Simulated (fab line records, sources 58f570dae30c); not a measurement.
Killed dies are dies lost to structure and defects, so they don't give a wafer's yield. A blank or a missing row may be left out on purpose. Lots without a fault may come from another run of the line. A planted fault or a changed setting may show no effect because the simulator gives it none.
Which tool did it? | flow berkeley_cmos170 | 6 lots, 18 wafers sampled, at 2 steps of a route of 331

WHAT THE GAUGES READ, wafer by wafer
UCB170_NLDD_CD_MEAS_06: target cd 1200 nm.
lot  | measured     | on        | cd_nm (nm)
L673 | day 8 07:29  | cd_sem-01 | 1199.7 1199.6 1199.3
L677 | day 9 03:05  | cd_sem-01 | 1199.4 1199.9 1198.9
L682 | day 10 05:40 | cd_sem-01 | 1200.4 1200.0 1200.2
L686 | day 11 05:04 | cd_sem-02 | 1200.8 1200.7 1201.3
L689 | day 11 12:41 | cd_sem-02 | 1198.4 1198.8 1197.3
L691 | day 12 14:47 | cd_sem-01 | 1199.3 1199.4 1200.4

WHICH TOOL RAN EACH LOT (tool, then ch and the chambers of the sampled wafers, then the start)
lot  | UCB170_PLDD_STRIP_10
L673 | plasma_asher-01 ch 0,1, day 8 06:10
L677 | plasma_asher-04 ch 0,1, day 9 01:09
L682 | plasma_asher-01 ch 0,1, day 10 04:21
L686 | plasma_asher-03 ch 0,1, day 11 03:41
L689 | plasma_asher-03 ch 0,1, day 11 10:44
L691 | plasma_asher-03 ch 0,1, day 12 12:34
- UCB170_PLDD_STRIP_10: strips in O2.

THE ANSWER, worked out from the rows above alone
Rule: what is usual is taken from the lots themselves. Put in order of their means at a reading, lots are off if they are a third of the lots or fewer, leave a main group of 4 or more, and stand apart from it by a gap of 3 or more times the standard deviation of the main group's means; of several such gaps the widest counts. A main group whose means are all the same, to the digits that the tables above print for the reading, isn't used. A lot without any number at a reading at which 4 lots or more have one is off too. The other lots that the step has rows for count as sound.
No lot is off at any reading shown: from this, nothing can be told.

WHAT THE SIMULATOR HAD PUT IN
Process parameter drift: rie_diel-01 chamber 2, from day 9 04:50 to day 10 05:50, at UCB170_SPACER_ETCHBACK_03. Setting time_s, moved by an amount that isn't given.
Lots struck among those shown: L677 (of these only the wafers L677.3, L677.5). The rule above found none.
